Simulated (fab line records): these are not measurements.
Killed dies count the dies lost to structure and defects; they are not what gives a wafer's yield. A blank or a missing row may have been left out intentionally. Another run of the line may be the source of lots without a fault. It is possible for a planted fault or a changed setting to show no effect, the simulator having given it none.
Split-lot trial || flow rit_cmos || on a route of 202 steps: 5 lots, 23 wafers read

== ON THE SPLIT ==
At RIT_PWELL_COAT_01 (resist thk 1300 nm), the setting spin_rpm was moved away from the recipe's 2000 rpm on 11 of the 23 wafers read, by -3.5% to +1.9%. This setting was run at the recipe's value on the other wafers.

== FROM THE SPLIT TO THE READING: what the file shows between them, 3 steps ==
- RIT_PWELL_SOFTBAKE_02: time 60 s
- RIT_PWELL_EXPOSE_03: exposes mask M3, target cd 43700 nm
- RIT_PWELL_DEVELOP_05: develop time 68 s

== THE READING ==
NOVOLAK_of_PWELL_COAT_01.thk_nm (the simulator's own value, which no gauge read), in nm, at RIT_PWELL_HARDBAKE_07 (time 120 s). The file does not state a usual value for it. Here, 12 wafers ran the recipe; their average is 1137 nm with a standard deviation of 4.2 nm.

{"wafer": "L074.1", "tool, chamber at the split": "litho_track-03, 0", "spin_rpm as run, rpm": 2000, "against the recipe": "recipe", "NOVOLAK_of_PWELL_COAT_01.thk_nm, nm": 1133, "against lot-mates on the recipe": "-"}
{"wafer": "L074.3", "tool, chamber at the split": "litho_track-03, 0", "spin_rpm as run, rpm": 2000, "against the recipe": "recipe", "NOVOLAK_of_PWELL_COAT_01.thk_nm, nm": 1130, "against lot-mates on the recipe": "-"}
{"wafer": "L074.4", "tool, chamber at the split": "litho_track-03, 0", "spin_rpm as run, rpm": 1951, "against the recipe": "-2.4%", "NOVOLAK_of_PWELL_COAT_01.thk_nm, nm": 1149, "against lot-mates on the recipe": "+16"}
{"wafer": "L074.6", "tool, chamber at the split": "litho_track-03, 0", "spin_rpm as run, rpm": 1951, "against the recipe": "-2.4%", "NOVOLAK_of_PWELL_COAT_01.thk_nm, nm": 1149, "against lot-mates on the recipe": "+16"}
{"wafer": "L074.5", "tool, chamber at the split": "litho_track-03, 0", "spin_rpm as run, rpm": 2000, "against the recipe": "recipe", "NOVOLAK_of_PWELL_COAT_01.thk_nm, nm": 1135, "against lot-mates on the recipe": "-"}
{"wafer": "L077.1", "tool, chamber at the split": "litho_track-03, 0", "spin_rpm as run, rpm": 2038, "against the recipe": "+1.9%", "NOVOLAK_of_PWELL_COAT_01.thk_nm, nm": 1124, "against lot-mates on the recipe": -14}
{"wafer": "L077.5", "tool, chamber at the split": "litho_track-03, 0", "spin_rpm as run, rpm": 2038, "against the recipe": "+1.9%", "NOVOLAK_of_PWELL_COAT_01.thk_nm, nm": 1124, "against lot-mates on the recipe": -14}
{"wafer": "L077.2", "tool, chamber at the split": "litho_track-03, 0", "spin_rpm as run, rpm": 2038, "against the recipe": "+1.9%", "NOVOLAK_of_PWELL_COAT_01.thk_nm, nm": 1123, "against lot-mates on the recipe": -14}
{"wafer": "L077.3", "tool, chamber at the split": "litho_track-03, 0", "spin_rpm as run, rpm": 2000, "against the recipe": "recipe", "NOVOLAK_of_PWELL_COAT_01.thk_nm, nm": 1138, "against lot-mates on the recipe": "-"}
{"wafer": "L077.4", "tool, chamber at the split": "litho_track-03, 0", "spin_rpm as run, rpm": 2000, "against the recipe": "recipe", "NOVOLAK_of_PWELL_COAT_01.thk_nm, nm": 1137, "against lot-mates on the recipe": "-"}
{"wafer": "L082.1", "tool, chamber at the split": "litho_track-03, 0", "spin_rpm as run, rpm": 1941, "against the recipe": "-2.9%", "NOVOLAK_of_PWELL_COAT_01.thk_nm, nm": 1152, "against lot-mates on the recipe": "+20"}
{"wafer": "L082.2", "tool, chamber at the split": "litho_track-03, 0", "spin_rpm as run, rpm": 2000, "against the recipe": "recipe", "NOVOLAK_of_PWELL_COAT_01.thk_nm, nm": 1132, "against lot-mates on the recipe": "-"}
{"wafer": "L082.4", "tool, chamber at the split": "litho_track-03, 0", "spin_rpm as run, rpm": 2000, "against the recipe": "recipe", "NOVOLAK_of_PWELL_COAT_01.thk_nm, nm": 1132, "against lot-mates on the recipe": "-"}
{"wafer": "L082.3", "tool, chamber at the split": "litho_track-03, 0", "spin_rpm as run, rpm": 1941, "against the recipe": "-2.9%", "NOVOLAK_of_PWELL_COAT_01.thk_nm, nm": 1149, "against lot-mates on the recipe": "+17"}
{"wafer": "L082.6", "tool, chamber at the split": "litho_track-03, 0", "spin_rpm as run, rpm": 1941, "against the recipe": "-2.9%", "NOVOLAK_of_PWELL_COAT_01.thk_nm, nm": 1151, "against lot-mates on the recipe": "+19"}
{"wafer": "L083.1", "tool, chamber at the split": "litho_track-02, 0", "spin_rpm as run, rpm": 2000, "against the recipe": "recipe", "NOVOLAK_of_PWELL_COAT_01.thk_nm, nm": 1140, "against lot-mates on the recipe": "-"}
{"wafer": "L083.5", "tool, chamber at the split": "litho_track-02, 0", "spin_rpm as run, rpm": 2000, "against the recipe": "recipe", "NOVOLAK_of_PWELL_COAT_01.thk_nm, nm": 1143, "against lot-mates on the recipe": "-"}
{"wafer": "L083.6", "tool, chamber at the split": "litho_track-02, 0", "spin_rpm as run, rpm": 2000, "against the recipe": "recipe", "NOVOLAK_of_PWELL_COAT_01.thk_nm, nm": 1143, "against lot-mates on the recipe": "-"}
{"wafer": "L085.1", "tool, chamber at the split": "litho_track-02, 0", "spin_rpm as run, rpm": 1929, "against the recipe": "-3.5%", "NOVOLAK_of_PWELL_COAT_01.thk_nm, nm": 1158, "against lot-mates on the recipe": "+19"}
{"wafer": "L085.2", "tool, chamber at the split": "litho_track-02, 0", "spin_rpm as run, rpm": 2000, "against the recipe": "recipe", "NOVOLAK_of_PWELL_COAT_01.thk_nm, nm": 1137, "against lot-mates on the recipe": "-"}
{"wafer": "L085.3", "tool, chamber at the split": "litho_track-02, 0", "spin_rpm as run, rpm": 1929, "against the recipe": "-3.5%", "NOVOLAK_of_PWELL_COAT_01.thk_nm, nm": 1157, "against lot-mates on the recipe": "+18"}
{"wafer": "L085.4", "tool, chamber at the split": "litho_track-02, 0", "spin_rpm as run, rpm": 1929, "against the recipe": "-3.5%", "NOVOLAK_of_PWELL_COAT_01.thk_nm, nm": 1159, "against lot-mates on the recipe": "+20"}
{"wafer": "L085.5", "tool, chamber at the split": "litho_track-02, 0", "spin_rpm as run, rpm": 2000, "against the recipe": "recipe", "NOVOLAK_of_PWELL_COAT_01.thk_nm, nm": 1141, "against lot-mates on the recipe": "-"}

FIT RESULTS
A straight line over all 23 wafers: NOVOLAK_of_PWELL_COAT_01.thk_nm changes by -5.73 nm for each +1% of spin_rpm; r = -0.95; the points scatter about the line by 3.5 nm.
The same after taking each lot's own level away (the mean of its wafers on the recipe; 23 wafers): -6.17 nm for each +1%; r = -0.99; scatter 1.8 nm.
That fit puts the effect of the largest move of spin_rpm on the reading at 22 nm.
Across the lots, their own levels run from 1132.0 to 1142.0 nm, a range of 2.4 times the standard deviation given above.
Consequently the slope shifts little with the lot-to-lot level, the two slopes agreeing.
Check: with one of the wafers moved furthest among these (-3.5%) left out of the fit, the line predicts +21.8 nm for it against its lot-mates. It came out at +19 nm against them.

== OTHER SPLITS ON THESE WAFERS ==
Other splits were also applied to these wafers ahead of the reading. Each is held against what the fit with the lots' levels taken away leaves over:
{"other split on the same wafers": "RIT_ACTIVE_OXIDATION_01 temp_c", "wafers away from the commonest value": 18, "r with NOVOLAK_of_PWELL_COAT_01.thk_nm (lot level and that fit taken away)": -0.47}
{"other split on the same wafers": "RIT_ACTIVE_COAT_06 resist_thk_nm", "wafers away from the commonest value": 10, "r with NOVOLAK_of_PWELL_COAT_01.thk_nm (lot level and that fit taken away)": -0.35}
{"other split on the same wafers": "RIT_ACTIVE_DEVELOP_10 dev_temp_c", "wafers away from the commonest value": 7, "r with NOVOLAK_of_PWELL_COAT_01.thk_nm (lot level and that fit taken away)": -0.04}
{"other split on the same wafers": "RIT_NWELL_IMPLANT_08 dose_cm2", "wafers away from the commonest value": 9, "r with NOVOLAK_of_PWELL_COAT_01.thk_nm (lot level and that fit taken away)": -0.51}

== THE WHOLE CHAIN: every reading that the file lists as answering this split, in the file's order ==
{"step": "RIT_PWELL_COAT_01", "what it does": "resist thk 1300 nm", "reading": "NOVOLAK_of_PWELL_COAT_01.thk_nm (the simulator's own value, which no gauge read)", "change (the file's fit)": "-7.12 nm for each +1% of the setting", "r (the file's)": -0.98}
{"step": "RIT_PWELL_HARDBAKE_07", "what it does": "time 120 s", "reading": "NOVOLAK_of_PWELL_COAT_01.thk_nm (the simulator's own value, which no gauge read)", "change (the file's fit)": "-6.12 nm for each +1% of the setting", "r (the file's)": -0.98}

== THE FILE'S OWN FIT ==
NOVOLAK_of_PWELL_COAT_01.thk_nm changes by -6.12 nm for each +1% of spin_rpm, r = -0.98.
